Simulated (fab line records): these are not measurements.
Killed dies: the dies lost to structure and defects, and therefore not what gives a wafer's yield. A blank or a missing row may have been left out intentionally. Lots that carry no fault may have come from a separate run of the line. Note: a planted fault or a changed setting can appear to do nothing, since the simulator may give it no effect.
Comparing a struck lot with a sound one ; flow ritCmos ; 44 out of 202 route steps
Sound: the wafers L557.1, L557.5, L557.6. Struck: wafers L556.2, L556.4, L556.5. The cause is given at the end.
At each step with rows: each side's tool, then ch and its chambers, then its first start. Under that, the readings that differ: sound wafers ; struck wafers ; difference of the means ; sigmas: that difference in standard deviations of wafers without a fault.
alike: readings whose means differ by less than 2 such deviations, and words and numbers that are the same on both sides. not compared: withheld readings, readings that some wafer has no value for, bounds like >300 that may hide the same value, and numbers for which the record gives no deviation and whose values overlap.
A row with sigmas, a row that says differs or no value, or rows on one side alone: a step with any of these is where the two part. Non-overlapping numbers with no deviation appear without sigmas and do not part them. A reading that every wafer of one side lacks parts them only if that side has two wafers or more.

RIT_PWELL_TW_MEAS_10:
  sound on filmMetro-03, day 5 02:08; struck on filmMetro-01, day 5 01:41
reading;sound;struck;difference;sigmas
PWELL_TW;962 964 963;942 939 943;-22;-3
then, 1 step without rows for these wafers: RIT_WELLDRIVE_ANNEAL_00 (time 14700 s).
RIT_WELLDRIVE_RS_MEAS_01: a four-point-probe measurement.
  sound on filmMetro-01, day 5 09:28; struck on filmMetro-04, day 5 06:50
  alike: NWELL_RS
RIT_WELLDRIVE_RS_MEAS_02: a four-point-probe measurement.
  sound on filmMetro-01, day 5 09:35; struck on filmMetro-04, day 5 06:58
reading;sound;struck;difference;sigmas
PWELL_RS (ohm/sq);427.7 427.3 428.8;431.3 430.8 430.7;+3.0;+3
then, 6 steps without rows for these wafers: RIT_NRETRO_HMDS_00 (prime time 60 s); RIT_NRETRO_COAT_01 (resist thk 1300 nm); RIT_NRETRO_SOFTBAKE_02 (time 60 s); RIT_NRETRO_EXPOSE_03 (exposes mask M4, target cd 43900 nm); RIT_NRETRO_PEB_04; RIT_NRETRO_DEVELOP_05 (develop time 68 s).
RIT_NRETRO_OVL_MEAS_06:
  sound on overlay-02, day 5 10:35; struck on overlay-02, day 5 08:04
  alike: NRETRO_OVL
then, 1 step without rows for these wafers: RIT_NRETRO_HARDBAKE_07 (time 120 s).
RIT_NRETRO_IMPLANT_08:
  sound on implanter-04 ch 0, day 5 10:53; struck on implanter-02 ch 0, day 5 08:23
reading;sound;struck;difference;sigmas
beamEnergyKeV;70.005 69.971 70.003;78.065 78.069 78.109;+8.088;+99 or more
model.implant.rpNm (nm);85.7 85.7 85.7;98.57 98.57 98.57;+12.87;
model.implant.drpNm (nm);33.94 33.94 33.94;37.18 37.18 37.18;+3.24;
RIT_NRETRO_STRIP_09: strips in O2, time 180 s.
  sound on plasmaAsher-04 ch 0,1, day 5 11:02; struck on plasmaAsher-04 ch 0, day 5 08:30
  alike: drypumpMotorCurrentA
  not compared: rfHoursCounterH
RIT_NRETRO_TW_MEAS_10:
  sound on filmMetro-01, day 5 11:12; struck on filmMetro-02, day 5 08:41
reading;sound;struck;difference;sigmas
NRETRO_TW;1045 1040 1037;1094 1093 1094;+53;+5
then, 6 steps without rows for these wafers: RIT_PRETRO_HMDS_00 (prime time 60 s); RIT_PRETRO_COAT_01 (resist thk 1300 nm); RIT_PRETRO_SOFTBAKE_02 (time 60 s); RIT_PRETRO_EXPOSE_03 (exposes mask M5, target cd 43700 nm); RIT_PRETRO_PEB_04; RIT_PRETRO_DEVELOP_05 (develop time 68 s).
RIT_PRETRO_OVL_MEAS_06:
  sound on overlay-02, day 5 12:16; struck on overlay-01, day 5 09:45
  alike: PRETRO_OVL
then, 2 steps without rows for these wafers: RIT_PRETRO_HARDBAKE_07 (time 120 s); RIT_PRETRO_IMPLANT_08.
RIT_PRETRO_STRIP_09: strips in O2, time 180 s.
  sound on plasmaAsher-03 ch 0,1, day 5 12:42; struck on plasmaAsher-01 ch 0,1, day 5 10:11
  alike: drypumpMotorCurrentA
  not compared: rfHoursCounterH
RIT_PRETRO_TW_MEAS_10:
  sound on filmMetro-04, day 5 12:53; struck on filmMetro-04, day 5 10:22
  alike: PRETRO_TW
then, 5 steps without rows for these wafers: RIT_GATE_WET_ETCH_00 (etches SiO2 in BOE, target depth 56 nm, time 60 s); RIT_GATE_CLEAN_01 (cleans in SC1, time 600 s); RIT_GATE_CLEAN_02 (cleans in dHF, time 30 s); RIT_GATE_CLEAN_03 (cleans in SC2, time 600 s); RIT_GATE_CLEAN_04 (cleans in dHF, time 60 s).
RIT_FOX2_THK_MEAS_91:
  sound on filmMetro-02, day 5 13:23; struck on filmMetro-02, day 5 10:50
  alike: FIELD_OXIDE_LEFT_2_THK
then, 2 steps without rows for these wafers: RIT_GATE_OXIDATION_05 (target thk 3 nm, ox time 270 s); RIT_GATE_ANNEAL_06 (time 600 s).
RIT_GATE_THK_MEAS_07:
  sound on filmMetro-02, day 5 16:43; struck on filmMetro-03, day 5 16:44
  alike: GATE_OXIDE_THK
then, 1 step without rows for these wafers: RIT_GATE_CVD_08 (deposits poly-Si from SiH4, target thk 250 nm, time 2220 s).
RIT_GATE_THK_MEAS_09:
  sound on filmMetro-03, day 5 19:34; struck on filmMetro-02, day 5 19:35
  alike: GATE_POLY_THK
then, 5 steps without rows for these wafers: RIT_GATE_HMDS_10 (prime time 60 s); RIT_GATE_COAT_11 (resist thk 850 nm); RIT_GATE_SOFTBAKE_12 (time 60 s); RIT_GATE_EXPOSE_13 (exposes mask M6, target cd 150 nm); RIT_GATE_PEB_14.
RIT_GATE_ETCH_19: etches poly-Si in SF6/CHF3/O2, stops on SiO2, time 165 s, target depth 312.5 nm.
  sound on rieSi-01 ch 0,1,3, day 5 21:52; struck on rieSi-02 ch 0,2,3, day 5 21:25
reading;sound;struck;difference;sigmas
oesProductAu (a.u.);0.859 0.852 0.862;0.821 0.823 0.829;-0.033;-2
model.GATE.cdNm (nm);148.3 149.7 149.4;130 129.3 131.3;-19;
  alike: O2_flow_sccm, drypumpMotorCurrentA, throttleValvePct
  not compared: rfHoursCounterH
RIT_M1_PROBE_99:
  sound on prober-01, day 6 19:53; struck on prober-02, day 6 21:26
  alike: killedAtContacts, killedAtFrontEnd, killedDies, killedOpen, killedShort

== WHERE THEY PART ==
At RIT_PWELL_TW_MEAS_10 first; at RIT_GATE_ETCH_19 last (within this record only). Later steps at which nothing parts them and some readings are alike: RIT_M1_PROBE_99.

WHY: the cause the simulator had injected
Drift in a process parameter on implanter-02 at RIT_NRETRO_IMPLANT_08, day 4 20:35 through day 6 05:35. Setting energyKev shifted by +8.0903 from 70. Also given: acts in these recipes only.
